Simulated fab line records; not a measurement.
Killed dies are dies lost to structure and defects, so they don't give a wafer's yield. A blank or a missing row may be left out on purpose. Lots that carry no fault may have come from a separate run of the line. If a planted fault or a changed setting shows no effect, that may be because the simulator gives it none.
2 desks looking at one fault	flow berkeleyCmos170	numbers are kept per desk, each desk with only its own; the story behind them comes last

## THE METROLOGY DESK
What the gauges read for every lot (on any tool): the sampled wafers with a number, averaged. If a lot's mean is further than 4 standard deviations from the usual mean, the lot is out of limits and carries the mark OUT (the distance appears in the brackets).
Columns: A = cdNm at UCB170_PLDD_CD_MEAS_06, usual 1199.7 nm; B = CONTACT_PSG_THK at UCB170_CONTACT_THK_MEAS_02, usual 704 nm
lot	first seen here	A	B
L349	day 7 16:26	1199.9	702
L348	day 7 16:56	1199.8	715
L350	day 8 00:59	1200.9	703
L353	day 8 10:02	1198.1	704
L351	day 8 10:20	1200.1	705
L352	day 8 10:32	1198.4	710
L356	day 8 22:17	1199.2	711
L359	day 9 11:16	1199.4	781 (+12) OUT
L360	day 9 22:31	1198.1	783 (+12) OUT
L368	day 11 04:19	1200.2	703
L371	day 12 11:40	1198.9	693
L370	day 12 11:54	1199.9	694
This desk's finding: out of limits on L359, L360; first on L359, day 10 04:54 (CONTACT_PSG_THK at UCB170_CONTACT_THK_MEAS_02). Within limits: L349, L348, L350, L353, L351, L352, L356, L368, L371, L370.

## TOOL OWNER'S DESK, lpcvd-02
The tool's own readings at UCB170_CONTACT_CVD_01 (deposits PSG from SiH4/O2/PH3, target thk 700 nm, time 2820 s): means of the sampled wafers that have a number, for each lot that ran on this tool. If a lot's mean is further than 4 standard deviations from the usual mean, the lot is out of limits and carries the mark OUT (the distance appears in the brackets).
Columns: A = o2FlowSccm at UCB170_CONTACT_CVD_01, usual 89.94 sccm
lot	first seen here	A
L348	day 8 12:04	90.12
L350	day 8 17:10	89.88
L351	day 9 02:32	89.50
L352	day 9 04:19	89.93
L356	day 9 17:41	90.05
L359	day 10 03:06	90.06
L360	day 10 14:16	89.81
L371	day 13 02:43	89.69
Result from this desk: across the 8 lots, nothing is out of limits.

## TAKEN TOGETHER
The metrology desk could have raised an alarm at day 10 04:54, on L359, L360.
The desk of the tool owner found nothing out of limits.
The tool owner's desk has L359, L360 on record, within its limits.
All the named lots went through UCB170_CONTACT_CVD_01 on lpcvd-02.

## WHAT THE SIMULATOR HAD PUT IN
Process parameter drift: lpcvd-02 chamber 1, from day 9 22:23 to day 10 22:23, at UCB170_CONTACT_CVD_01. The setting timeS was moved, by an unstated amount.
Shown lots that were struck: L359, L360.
Hours from the fault's start to each desk's first reading out of limits: the metrology desk, 7.
